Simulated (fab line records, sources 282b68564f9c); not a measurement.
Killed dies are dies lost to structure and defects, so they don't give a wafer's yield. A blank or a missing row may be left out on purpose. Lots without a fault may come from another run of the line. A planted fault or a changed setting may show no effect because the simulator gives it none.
A struck lot beside a sound one | flow rit_cmos | 14 steps out of a route of 202
Sound: wafers L924.1, L924.2, L924.6. Struck: wafers L912.2, L912.4, L912.5. The cause comes at the end.
At each step with rows: each side's tool, then ch and its chambers, then its first start. Under that, the readings that differ: sound wafers | struck wafers | difference of the means | sigmas: that difference in standard deviations of wafers without a fault.
alike: readings whose means differ by less than 2 such deviations, and words and numbers that are the same on both sides. not compared: withheld readings, readings that some wafer has no value for, bounds like >300 that may hide the same value, and numbers for which the record gives no deviation and whose values overlap.
The two part at a step that has a row with sigmas, a row that says differs or no value, or rows on one side only. Numbers that don't overlap but have no deviation are shown without sigmas and don't part them. A reading that every wafer of one side lacks parts them only if that side has two wafers or more.

first, 2 steps without rows for these wafers: RIT_GATE_CLEAN_03 (cleans in SC2, time 600 s); RIT_GATE_CLEAN_04 (cleans in dHF, time 60 s).
RIT_FOX2_THK_MEAS_91:
  sound on film_metro-03, day 7 12:56; struck on film_metro-01, day 4 06:29
  alike: FIELD_OXIDE_LEFT_2_THK
then, 2 steps without rows for these wafers: RIT_GATE_OXIDATION_05 (target thk 3 nm, ox time 270 s); RIT_GATE_ANNEAL_06 (time 600 s).
RIT_GATE_THK_MEAS_07:
  sound on film_metro-04, day 7 14:32; struck on film_metro-01, day 4 13:40
  alike: GATE_OXIDE_THK
then, 1 step without rows for these wafers: RIT_GATE_CVD_08 (deposits poly-Si from SiH4, target thk 250 nm, time 2220 s).
RIT_GATE_THK_MEAS_09:
  sound on film_metro-03, day 7 16:13; struck on film_metro-01, day 4 15:21
  alike: GATE_POLY_THK
then, 4 steps without rows for these wafers: RIT_GATE_HMDS_10 (prime time 60 s); RIT_GATE_COAT_11 (resist thk 850 nm); RIT_GATE_SOFTBAKE_12 (time 60 s); RIT_GATE_EXPOSE_13 (exposes mask M6, target cd 150 nm).
RIT_GATE_PEB_14:
  sound on litho_track-04 ch 0, day 7 16:59; struck on litho_track-01, day 4 16:26
  reading         | sound          | struck | difference                    | sigmas
  exhaust_pa (Pa) | 47.0 45.1 45.2 | - - -  | no value on the struck wafers |
  not compared: chill_plate_temp_C
then, 1 step without rows for these wafers: RIT_GATE_DEVELOP_15 (develop time 50 s).

WHERE THEY PART
Only at RIT_GATE_PEB_14, within this record.

WHY: what the simulator had put in
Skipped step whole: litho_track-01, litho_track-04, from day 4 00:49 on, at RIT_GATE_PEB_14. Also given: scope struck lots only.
